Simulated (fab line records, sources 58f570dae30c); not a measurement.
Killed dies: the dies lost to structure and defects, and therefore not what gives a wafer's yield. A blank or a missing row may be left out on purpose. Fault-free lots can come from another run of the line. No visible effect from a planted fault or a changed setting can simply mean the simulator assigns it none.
Which tool did it?    flow berkeleyCmos170    14 lots, 42 wafers sampled, at 3 steps of a route of 331

WHAT THE GAUGES SHOWED, per wafer
UCB170_NWELL_THK_MEAS_05. Usual: NWELL_NITRIDE_THK gives 225.0 nm (standard deviation 2.3).
lot   measured     on            NWELL_NITRIDE_THK (nm)  flag
L605  day 2 12:19  filmMetro-03  224.3 225.6 224.8       
L606  day 2 17:07  filmMetro-04  223.9 225.2 223.5       
L607  day 3 01:16  filmMetro-04  228.6 228.7 229.1       
L609  day 3 01:16  filmMetro-03  222.2 222.9 224.8       
L608  day 3 01:17  filmMetro-02  222.3 222.1 221.5       
L610  day 3 16:33  filmMetro-03  224.4 224.8 225.2       
L611  day 3 16:37  filmMetro-03  218.5 219.9 220.1       
L613  day 4 02:30  filmMetro-02  227.5 226.8 227.2       
L615  day 4 14:11  filmMetro-03  221.6 222.4 220.7       
L623  day 6 14:33  filmMetro-02  229.1 227.9 227.5       
L624  day 6 14:33  filmMetro-03  226.9 226.4 226.6       
L625  day 6 14:33  filmMetro-04  228.4 226.4 226.6       
L627  day 6 22:38  filmMetro-02  226.0 225.4 223.6       
L628  day 7 13:10  filmMetro-04  226.1 227.9 229.1       

UCB170_NWELL_TW_MEAS_16. Usual: NWELL_TW gives 1242 (standard deviation 15).
lot   measured     on            NWELL_TW        flag
L605  day 2 13:49  filmMetro-02  1231 1229 1232  
L606  day 2 18:32  filmMetro-02  1242 1231 1234  
L607  day 3 03:18  filmMetro-03  1267 1260 1273  
L609  day 3 03:04  filmMetro-02  1230 1237 1235  
L608  day 3 03:34  filmMetro-03  1268 1272 1265  
L610  day 3 18:45  filmMetro-03  1264 1268 1266  
L611  day 3 19:02  filmMetro-03  1267 1271 1270  
L613  day 4 03:55  filmMetro-03  1260 1263 1270  
L615  day 4 16:00  filmMetro-02  1233 1230 1231  
L623  day 6 16:48  filmMetro-03  1258 1258 1267  
L624  day 6 16:59  filmMetro-04  1232 1229 1240  
L625  day 6 17:04  filmMetro-02  1233 1224 1231  
L627  day 7 00:22  filmMetro-04  1244 1247 1245  
L628  day 7 14:42  filmMetro-02  1220 1211 1221  

UCB170_ACTIVE_THK_MEAS_06. Usual: ACTIVE_NITRIDE_THK gives 220.4 nm (standard deviation 2).
lot   measured      on            ACTIVE_NITRIDE_THK (nm)  flag
L605  day 4 16:44   filmMetro-01  216.2 214.9 215.2        
L606  day 4 16:44   filmMetro-02  218.9 218.4 217.4        
L607  day 5 07:25   filmMetro-01  218.7 220.4 218.7        
L609  day 5 07:25   filmMetro-03  218.4 218.3 221.2        
L608  day 5 07:26   filmMetro-02  221.6 221.5 220.5        
L610  day 6 03:04   filmMetro-03  222.3 223.6 223.8        
L611  day 5 18:52   filmMetro-03  220.6 221.6 221.7        
L613  day 6 16:57   filmMetro-03  218.1 217.4 218.1        
L615  day 6 20:56   filmMetro-01  221.8 221.7 221.3        
L623  day 9 22:36   filmMetro-03  217.5 220.4 219.3        
L624  day 9 22:32   filmMetro-03  220.7 221.9 220.3        
L625  day 9 22:32   filmMetro-01  219.3 219.9 221.6        
L627  day 9 22:36   filmMetro-01  216.9 217.1 216.9        
L628  day 10 04:27  filmMetro-01  219.6 219.6 219.9        

TOOL THAT RAN EACH LOT (tool first, then ch and the chambers of the sampled wafers, then the start)
Record: no process step prior to these readings.

WHAT THE TOOLS THEMSELVES READ (means of the sampled wafers that have a number; where no wafer has one, the mark that the record gives instead)
The record holds no such reading with a usual standard deviation.

THE ANSWER, worked out from the rows above alone
Rule: take the mean of a lot's wafers that have a number; if it is more than 3 standard deviations from the usual mean, the lot is off. Also off: a lot with no number at a reading for which 4 or more lots have one. Any other lot the step has rows for is counted as sound. After the gauges, taken in route order, come the tools' own readings; for these a lot's mean is taken, as printed above. The first step at which some lot is off is used, and at that step the reading that is off furthest; a lot without a number counts as furthest.
Nothing can be told from this: no lot is off at any reading shown.

WHAT THE SIMULATOR HAD PUT IN
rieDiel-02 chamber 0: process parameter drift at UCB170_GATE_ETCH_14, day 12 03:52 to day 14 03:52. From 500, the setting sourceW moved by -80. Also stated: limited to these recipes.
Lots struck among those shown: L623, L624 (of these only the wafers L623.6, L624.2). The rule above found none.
